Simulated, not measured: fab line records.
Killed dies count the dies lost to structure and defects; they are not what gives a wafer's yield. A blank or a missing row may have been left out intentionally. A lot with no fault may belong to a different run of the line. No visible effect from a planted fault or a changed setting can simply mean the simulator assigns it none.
Chamber matching    flow berkeley_cmos170    UCB170_SILICIDE_WET_ETCH_05 on wet_bench-03 has 3 sister chambers
The step etches Ti in SPM, time 45 s. 6 wafers are shown with their chamber, then 9 later ones without.

## EACH WAFER AND ITS CHAMBER
wafer   chamber  bath_guard_temp_C (C)  bath_heat_duty_pct (%)
L209.5  0        120.6                  12.6
L209.6  0        120.5                  13.2
L217.3  3        119.1                  14.1
L217.4  3        118.8                  12.2
L221.4  1        119.3                  12.2
L221.5  1        119.3                  12.1

## WAFERS WITH NO CHAMBER GIVEN
wafer   bath_guard_temp_C (C)  bath_heat_duty_pct (%)
L222.1  120.0                  13.3
L222.4  120.2                  13.4
L222.5  120.3                  13.4
L231.2  120.7                  12.3
L231.3  120.3                  12.1
L231.4  120.3                  14.1
L232.2  120.5                  11.9
L232.4  120.0                  13.6
L232.5  120.2                  11.7

## WHICH CHAMBER EACH WENT THROUGH
wafer   from the rows above      in truth
L222.1  can't be placed: 0 or 1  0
L222.4  0                        0
L222.5  0                        0
L231.2  0                        0
L231.3  0                        0
L231.4  0                        0
L232.2  0                        0
L232.4  can't be placed: 0 or 1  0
L232.5  0                        0
Correct placement for 7 of the 9. Not placeable from these rows: 2 (in 2, the candidates include the true chamber). Placed wrongly: 0.
How it was worked out, from the rows above alone: a wafer's distance from a chamber is the root of the sum, over the readings, of the square of ((its reading less the chamber's mean) divided by the reading's scatter). The wafer belongs to the nearest chamber; if the next one is less than 2 further off, it can't be placed. The mean given for a chamber averages the wafers shown for that chamber. The scatter: the root of (the sum of the squares of (reading less its chamber's mean) over the shown wafers, divided by (wafers less chambers)).
